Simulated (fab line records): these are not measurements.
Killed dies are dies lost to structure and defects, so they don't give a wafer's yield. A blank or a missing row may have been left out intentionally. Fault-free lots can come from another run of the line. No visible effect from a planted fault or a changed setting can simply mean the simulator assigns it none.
One fault through the eyes of 2 desks -- flow ritCmos -- each desk holds nothing but its own numbers, with what lay behind them at the end

AT THE TOOL OWNER'S DESK: implanter-01
For each lot that ran on this tool, the mean over its sampled wafers that have a number, from the tool's own readings at RIT_NWELL_IMPLANT_08. The brackets show how far a lot's mean lies from the usual mean; more than 4 standard deviations puts the lot out of limits, marked OUT.
Columns: A = beamEnergyKeV at RIT_NWELL_IMPLANT_08, usual 170.00
lot,first seen here,A
L274,day 2 08:55,170.05
L276,day 2 16:55,170.03
L279,day 3 09:52,169.99
L283,day 4 05:40,169.97
L284,day 4 10:35,170.04
L287,day 5 00:04,214.24 (+99 or more) OUT
L290,day 5 20:28,214.17 (+99 or more) OUT
This desk finds L287, L290 out of limits, L287 being first, at day 5 00:04 (beamEnergyKeV at RIT_NWELL_IMPLANT_08). In limits: L274, L276, L279, L283, L284.

FROM THE METROLOGY DESK
Means of the sampled wafers that have a number, per lot and without regard to the tool the lot ran on: this is what the gauges read. The brackets show how far a lot's mean lies from the usual mean; more than 4 standard deviations puts the lot out of limits, marked OUT.
Columns: A = NWELL_TW at RIT_NWELL_TW_MEAS_10, usual 2144; B = NWELL_RS at RIT_WELLDRIVE_RS_MEAS_01, usual 278.7 ohm/sq
lot,first seen here,A,B
L272,day 1 21:03,2117,278.5
L273,day 2 02:58,2151,279.2
L274,day 2 09:14,2144,279.4
L276,day 2 17:14,2151,278.2
L277,day 2 21:56,2122,278.0
L278,day 3 03:15,2157,279.1
L279,day 3 10:11,2153,277.7
L280,day 3 13:27,2155,278.9
L282,day 4 00:38,2115,278.6
L283,day 4 05:59,2133,276.8
L284,day 4 10:55,2144,278.0
L287,day 5 00:24,2268 (+7.8) OUT,274.9 (-4.7) OUT
L289,day 5 13:53,2146,279.0
L290,day 5 20:47,2262 (+7.4) OUT,275.2 (-4.3) OUT
This desk reports L287, L290 out of limits; the earliest was L287 at day 5 00:24 (NWELL_TW at RIT_NWELL_TW_MEAS_10). In limits: L272, L273, L274, L276, L277, L278, L279, L280, L282, L283, L284, L289.

PUT TOGETHER
The tool owner's desk could have raised an alarm at day 5 00:04, on L287, L290.
An alarm was possible from the metrology desk at day 5 00:24, on L287, L290.
Every lot named ran RIT_NWELL_IMPLANT_08 on implanter-01.

WHAT HAD BEEN PUT IN BY THE SIMULATOR
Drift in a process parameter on implanter-01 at RIT_NWELL_IMPLANT_08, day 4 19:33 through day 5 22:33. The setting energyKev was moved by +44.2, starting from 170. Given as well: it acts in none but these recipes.
Lots struck among those shown: L287, L290.
Delay (hours) between the fault's onset and each desk's first out-of-limits reading: 5 at the tool owner's desk, 5 at the metrology desk.
